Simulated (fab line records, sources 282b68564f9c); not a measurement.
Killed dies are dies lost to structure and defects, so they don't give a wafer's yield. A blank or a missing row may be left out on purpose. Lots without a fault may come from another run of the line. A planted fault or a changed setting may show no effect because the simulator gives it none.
Split-lot experiment | flow rit_cmos | 5 lots, 23 wafers read, on a route of 202 steps

THE SPLIT
At RIT_M1_COAT_04 (resist thk 1300 nm), the setting resist_thk_nm was moved away from the recipe's 1300 nm on 9 of the 23 wafers read, by -5.7% to +5.9%. The other wafers ran this setting at the recipe's value.

The reading is taken at the split's own step.

THE READING
NOVOLAK_of_M1_COAT_04.thk_nm (the simulator's own value, which no gauge read), in nm, at RIT_M1_COAT_04 (resist thk 1300 nm). The file gives no usual value for it. The 14 wafers here that ran the recipe average 1302 nm, standard deviation 2.7 nm.

wafer  | tool, chamber at the split | resist_thk_nm as run, nm | against the recipe | NOVOLAK_of_M1_COAT_04.thk_nm, nm | against lot-mates on the recipe
L075.1 | litho_track-04, 0          | 1300                     | recipe             | 1301                             | -
L075.2 | litho_track-04, 0          | 1355                     | +4.2%              | 1355                             | +55
L075.4 | litho_track-04, 0          | 1300                     | recipe             | 1303                             | -
L075.5 | litho_track-04, 0          | 1355                     | +4.2%              | 1352                             | +52
L075.6 | litho_track-04, 0          | 1300                     | recipe             | 1296                             | -
L076.1 | litho_track-02, 0          | 1369                     | +5.3%              | 1370                             | +68
L076.2 | litho_track-02, 0          | 1300                     | recipe             | 1306                             | -
L076.3 | litho_track-02, 0          | 1300                     | recipe             | 1298                             | -
L076.4 | litho_track-02, 0          | 1300                     | recipe             | 1301                             | -
L076.6 | litho_track-02, 0          | 1369                     | +5.3%              | 1368                             | +66
L078.1 | litho_track-01, 0          | 1377                     | +5.9%              | 1376                             | +74
L078.2 | litho_track-01, 0          | 1300                     | recipe             | 1301                             | -
L078.3 | litho_track-01, 0          | 1377                     | +5.9%              | 1377                             | +75
L078.4 | litho_track-01, 0          | 1377                     | +5.9%              | 1377                             | +75
L078.5 | litho_track-01, 0          | 1300                     | recipe             | 1303                             | -
L081.1 | litho_track-01, 0          | 1300                     | recipe             | 1301                             | -
L081.2 | litho_track-01, 0          | 1226                     | -5.7%              | 1226                             | -74
L081.3 | litho_track-01, 0          | 1300                     | recipe             | 1300                             | -
L081.4 | litho_track-01, 0          | 1300                     | recipe             | 1300                             | -
L081.5 | litho_track-01, 0          | 1226                     | -5.7%              | 1228                             | -72
L085.1 | litho_track-01, 0          | 1300                     | recipe             | 1303                             | -
L085.4 | litho_track-01, 0          | 1300                     | recipe             | 1305                             | -
L085.6 | litho_track-01, 0          | 1300                     | recipe             | 1305                             | -

THE FIT
A straight line over all 23 wafers: NOVOLAK_of_M1_COAT_04.thk_nm changes by +12.8 nm for each +1% of resist_thk_nm; r = +1.00; the points scatter about the line by 2.4 nm.
The same after taking each lot's own level away (the mean of its wafers on the recipe; 23 wafers): +12.7 nm for each +1%; r = +1.00; scatter 1.9 nm.
On that fit, the largest move of resist_thk_nm shifts the reading by 75 nm.
The lots' own levels span 1300.0 to 1304.3 nm, that is 1.6 times the standard deviation above.
So the lot-to-lot level changes the slope little: the two slopes agree.
Check: with one of the wafers moved furthest among these (+5.9%) left out of the fit, the line predicts +75.3 nm for it against its lot-mates. It came out at +74 nm against them.

OTHER SPLITS ON THESE WAFERS
These wafers also went through other splits before the reading. Each is held against what the fit with the lots' levels taken away leaves over:
other split on the same wafers     | wafers away from the commonest value | r with NOVOLAK_of_M1_COAT_04.thk_nm (lot level and that fit taken away)
RIT_GATE_DEVELOP_15 develop_time_s | 7                                    | -0.24
RIT_GATE_ETCH_19 time_s            | 11                                   | +0.34
RIT_REOX_OXIDATION_03 temp_c       | 18                                   | -0.03
RIT_NLDD_IMPLANT_08 energy_kev     | 6                                    | +0.00
RIT_PLDD_SOFTBAKE_02 temp_c        | 11                                   | +0.02
RIT_SPACER_CLEAN_00 time_s         | 15                                   | -0.03
RIT_NSD_COAT_01 spin_rpm           | 6                                    | +0.07
RIT_NSD_IMPLANT_08 dose_cm2        | 10                                   | +0.08
RIT_PSD_IMPLANT_08 energy_kev      | 8                                    | -0.20
RIT_CONTACT_CVD_00 time_s          | 12                                   | +0.23

THE FILE'S OWN FIT
NOVOLAK_of_M1_COAT_04.thk_nm changes by +12.7 nm for each +1% of resist_thk_nm, r = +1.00.
